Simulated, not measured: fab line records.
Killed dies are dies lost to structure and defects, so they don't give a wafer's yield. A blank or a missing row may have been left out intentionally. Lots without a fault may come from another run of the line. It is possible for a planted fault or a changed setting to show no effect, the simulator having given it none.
A sampling plan put to the test ; flow berkeley_cmos170 ; one line in one fab, 28 faults in these records, each fault weighed on the records of the lots it struck
The line's own looks make up the plan; these are the steps of the route where a gauge or inspection reads the wafer and leaves it unchanged. A look is open to judgement when struck wafers have a number at it and the file gives its usual mean and standard deviation on fault-free wafers. Caught: a look later than the fault's first step finds the struck wafers' mean 4 or more of those standard deviations (sigma) from the usual mean. On the tool: the same test on the tool's own readings at the fault's steps. If the struck wafers alone have a blank record, or they carry another recipe, that too counts as caught.

== THE FAULTS, as the simulator had put them in ==
1. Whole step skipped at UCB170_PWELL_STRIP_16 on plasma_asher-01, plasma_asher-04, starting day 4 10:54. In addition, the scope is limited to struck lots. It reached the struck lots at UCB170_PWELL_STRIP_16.
2. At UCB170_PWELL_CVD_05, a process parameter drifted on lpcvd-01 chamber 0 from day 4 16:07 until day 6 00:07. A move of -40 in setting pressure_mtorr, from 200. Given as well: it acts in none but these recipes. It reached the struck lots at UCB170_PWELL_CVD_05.
3. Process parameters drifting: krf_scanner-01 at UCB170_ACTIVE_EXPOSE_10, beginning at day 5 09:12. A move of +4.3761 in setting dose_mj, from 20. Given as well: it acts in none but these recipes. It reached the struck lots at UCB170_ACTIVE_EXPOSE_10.
4. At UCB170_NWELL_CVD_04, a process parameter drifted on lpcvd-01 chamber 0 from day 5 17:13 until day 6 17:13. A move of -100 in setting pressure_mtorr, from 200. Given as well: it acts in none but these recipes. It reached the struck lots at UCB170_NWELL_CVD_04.
5. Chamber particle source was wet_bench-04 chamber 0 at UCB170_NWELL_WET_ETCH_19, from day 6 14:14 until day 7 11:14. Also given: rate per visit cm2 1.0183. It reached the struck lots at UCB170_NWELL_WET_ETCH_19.
6. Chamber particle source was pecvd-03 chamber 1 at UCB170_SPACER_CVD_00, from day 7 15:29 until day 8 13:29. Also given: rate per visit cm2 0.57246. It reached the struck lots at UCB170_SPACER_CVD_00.
7. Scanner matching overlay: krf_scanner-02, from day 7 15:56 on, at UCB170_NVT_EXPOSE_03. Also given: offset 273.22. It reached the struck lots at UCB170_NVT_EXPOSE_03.
8. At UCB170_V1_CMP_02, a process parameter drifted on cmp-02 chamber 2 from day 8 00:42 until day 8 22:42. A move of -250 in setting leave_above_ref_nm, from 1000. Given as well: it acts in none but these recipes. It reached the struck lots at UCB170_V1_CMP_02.
9. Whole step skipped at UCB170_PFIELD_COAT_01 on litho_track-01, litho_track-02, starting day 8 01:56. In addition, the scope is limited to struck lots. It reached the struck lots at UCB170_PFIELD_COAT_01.
10. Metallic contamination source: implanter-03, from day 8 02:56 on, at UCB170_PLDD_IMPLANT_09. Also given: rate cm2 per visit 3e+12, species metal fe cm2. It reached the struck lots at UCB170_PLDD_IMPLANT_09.
11. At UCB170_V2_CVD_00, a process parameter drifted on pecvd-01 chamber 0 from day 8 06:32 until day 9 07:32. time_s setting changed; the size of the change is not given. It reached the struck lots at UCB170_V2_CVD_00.
12. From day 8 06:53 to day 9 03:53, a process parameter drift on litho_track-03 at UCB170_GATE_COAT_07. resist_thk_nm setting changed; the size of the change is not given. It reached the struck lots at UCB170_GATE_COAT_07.
13. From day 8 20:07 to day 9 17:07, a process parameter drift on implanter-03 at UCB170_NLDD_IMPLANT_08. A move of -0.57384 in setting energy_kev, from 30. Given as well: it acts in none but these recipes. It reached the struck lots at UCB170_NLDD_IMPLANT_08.
14. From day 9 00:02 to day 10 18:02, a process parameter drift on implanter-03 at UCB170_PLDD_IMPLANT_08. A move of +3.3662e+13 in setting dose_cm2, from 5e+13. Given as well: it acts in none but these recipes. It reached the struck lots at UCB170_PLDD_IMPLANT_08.
15. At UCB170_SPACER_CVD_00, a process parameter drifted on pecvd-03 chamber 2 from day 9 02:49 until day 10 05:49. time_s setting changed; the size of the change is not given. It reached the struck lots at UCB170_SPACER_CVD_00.
16. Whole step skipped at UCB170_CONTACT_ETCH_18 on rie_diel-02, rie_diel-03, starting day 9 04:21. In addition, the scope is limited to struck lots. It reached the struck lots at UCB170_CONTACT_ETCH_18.
17. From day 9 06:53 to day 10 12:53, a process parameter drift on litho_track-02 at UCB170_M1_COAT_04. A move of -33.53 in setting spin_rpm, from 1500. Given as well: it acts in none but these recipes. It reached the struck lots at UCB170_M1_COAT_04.
18. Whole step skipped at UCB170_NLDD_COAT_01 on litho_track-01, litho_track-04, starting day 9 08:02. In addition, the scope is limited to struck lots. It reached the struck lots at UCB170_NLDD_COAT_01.
19. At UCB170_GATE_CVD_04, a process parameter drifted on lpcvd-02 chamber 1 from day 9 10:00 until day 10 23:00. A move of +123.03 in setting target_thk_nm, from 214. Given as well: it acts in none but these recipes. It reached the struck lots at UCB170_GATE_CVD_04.
20. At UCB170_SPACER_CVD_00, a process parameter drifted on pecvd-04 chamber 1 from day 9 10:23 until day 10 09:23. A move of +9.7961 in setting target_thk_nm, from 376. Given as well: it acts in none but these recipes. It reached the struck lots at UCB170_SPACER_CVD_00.
21. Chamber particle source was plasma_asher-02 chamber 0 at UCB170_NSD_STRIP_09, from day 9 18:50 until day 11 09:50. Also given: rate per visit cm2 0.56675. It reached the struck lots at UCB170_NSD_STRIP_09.
22. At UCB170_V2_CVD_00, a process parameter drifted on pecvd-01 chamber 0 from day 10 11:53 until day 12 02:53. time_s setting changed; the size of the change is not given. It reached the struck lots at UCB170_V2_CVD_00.
23. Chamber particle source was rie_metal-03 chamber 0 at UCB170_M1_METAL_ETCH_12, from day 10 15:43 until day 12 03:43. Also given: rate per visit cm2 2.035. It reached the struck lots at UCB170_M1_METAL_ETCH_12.
24. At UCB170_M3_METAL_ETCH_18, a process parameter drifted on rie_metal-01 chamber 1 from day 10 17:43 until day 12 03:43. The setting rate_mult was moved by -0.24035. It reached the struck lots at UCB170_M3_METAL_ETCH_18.
25. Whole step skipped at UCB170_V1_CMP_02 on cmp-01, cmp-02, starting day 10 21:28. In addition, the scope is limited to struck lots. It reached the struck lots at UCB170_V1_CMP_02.
26. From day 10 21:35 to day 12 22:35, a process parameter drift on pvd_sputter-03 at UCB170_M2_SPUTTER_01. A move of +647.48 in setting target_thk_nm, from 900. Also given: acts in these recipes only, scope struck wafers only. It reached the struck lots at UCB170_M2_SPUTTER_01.
27. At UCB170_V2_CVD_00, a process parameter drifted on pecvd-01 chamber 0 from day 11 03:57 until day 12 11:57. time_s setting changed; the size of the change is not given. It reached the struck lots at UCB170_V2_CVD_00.
28. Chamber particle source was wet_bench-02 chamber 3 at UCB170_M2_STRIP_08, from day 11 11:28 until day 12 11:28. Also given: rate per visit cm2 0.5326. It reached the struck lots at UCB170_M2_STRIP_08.

== WHAT THE PLAN SAW ==
fault;on the tool itself;first look that catches it;reading, sigma;median hours from its first step to that look;hours from the fault's start to the first struck lot there;judged looks passed uncaught
1;no reading that can be judged;not the one look that can be judged after it;-;-;-;1
2;pressure_mtorr -95 sigma;UCB170_PWELL_THK_MEAS_06;PWELL_NITRIDE_THK -5.9;1.9;14;0
3;exposure_dose_mJ_cm2 +99 or beyond sigma;UCB170_ACTIVE_CD_MEAS_13;cd_nm -15;0.4;8;0
4;pressure_mtorr -99 or beyond sigma;UCB170_NWELL_THK_MEAS_05;NWELL_NITRIDE_THK -17;1.9;24;0
5;under 2 sigma;none of the 3 looks that can be judged after it;-;-;-;3
6;under 2 sigma;no look after it can be judged;-;-;-;0
7;no reading that can be judged;UCB170_NVT_OVL_MEAS_06;NVT_OVL +54;0.9;1;0
8;under 2 sigma;UCB170_V1_THK_MEAS_04;V1_POLISHED_THK -99 or beyond;0.4;19;0
9;the tool's record is blank for the struck wafers;none of the 2 looks that can be judged after it;-;-;-;2
10;under 2 sigma;none of the 7 looks that can be judged after it;-;-;-;7
11;run_length_s +62 sigma;UCB170_V2_THK_MEAS_01;V2_TEOS_THK +11;0.2;19;0
12;no reading that can be judged;none of the 2 looks that can be judged after it;-;-;-;2
13;beam_energy_keV -69 sigma;no look after it can be judged;-;-;-;0
14;dose_ions_cm2 +99 or beyond sigma;UCB170_PLDD_TW_MEAS_11;PLDD_TW +18;0.4;14;0
15;run_length_s +48 sigma;UCB170_SPACER_THK_MEAS_01;SPACER_TEOS_THK +45;0.1;14;0
16;the tool's record is blank for the struck wafers;no look after it can be judged;-;-;-;0
17;spin_speed_rpm -30 sigma;not the one look that can be judged after it;-;-;-;1
18;the tool's record is blank for the struck wafers;not the one look that can be judged after it;-;-;-;1
19;under 2 sigma;UCB170_GATE_THK_MEAS_05;GATE_POLY_THK +61;1.4;5;0
20;under 2 sigma;not the one look that can be judged after it;strongest: SPACER_TEOS_THK at UCB170_SPACER_THK_MEAS_01, +3.7;-;-;1
21;under 2 sigma;not the one look that can be judged after it;-;-;-;1
22;run_length_s +48 sigma;UCB170_V2_THK_MEAS_01;V2_TEOS_THK +8.9;0.1;13;0
23;under 2 sigma;not the one look that can be judged after it;-;-;-;1
24;under 2 sigma;no look after it can be judged;-;-;-;0
25;the tool's record is blank for the struck wafers;UCB170_V1_THK_MEAS_04;V1_POLISHED_THK +99 or beyond;0.4;1;0
26;under 2 sigma;UCB170_M2_RS_MEAS_02;M2_AL_RS -30;0.1;2;0
27;run_length_s -83 sigma;UCB170_V2_THK_MEAS_01;V2_TEOS_THK -11;0.1;1;0
28;no reading that can be judged;none of the 2 looks that can be judged after it;-;-;-;2
A dash: the fault isn't caught, or these records don't give the number.

Caught at a look: 13 of 28. Caught on the tool: 14 of 28. By one or the other: 18 of 28.
Faults caught by the tool alone: 9, 13, 16, 17, 18.
Caught at a look alone: faults 7, 8, 19, 26.
Caught by neither: faults 1, 5, 6, 10, 12, 20, 21, 23, 24, 28.

== THINNER SAMPLING ==
Were the look that catches a fault to measure just every second or every third lot (counted by lot number), the first struck lot would, at worst, be measured this late:
fault;struck lots at that look, in order of time;every lot;every second lot;every third lot
2;L688, L689;14 h;26 h;may miss all 2
3;L625, L628, L630;8 h;25 h;may miss all 3
4;L455, L456;24 h;24 h;may miss all 2
7;L857, L859;1 h;may miss all 2;may miss all 2
8;L396;19 h;may miss it;may miss it
11;L139;19 h;may miss it;may miss it
14;L939, L940;14 h;20 h;may miss all 2
15;L649;14 h;may miss it;may miss it
19;L818, L819, L816;5 h;5 h;may miss all 3
22;L589, L590;13 h;17 h;may miss all 2
25;L429, L433;1 h;may miss all 2;may miss all 2
26;L603, L606;2 h;21 h;may miss all 2
27;L835, L839;1 h;may miss all 2;may miss all 2
Hours are from the fault's start to the first struck lot that is measured. The test against the limit of 4 sigma pooled every struck wafer, which means one lot taken alone may stay below that limit. Other struck lots may not be in these records.

== THE LONGEST TIMED WAY FROM STEP TO LOOK ==
Fault 2: a median of 1.9 hours passes between UCB170_PWELL_CVD_05 and UCB170_PWELL_THK_MEAS_06. No look between them can be judged.
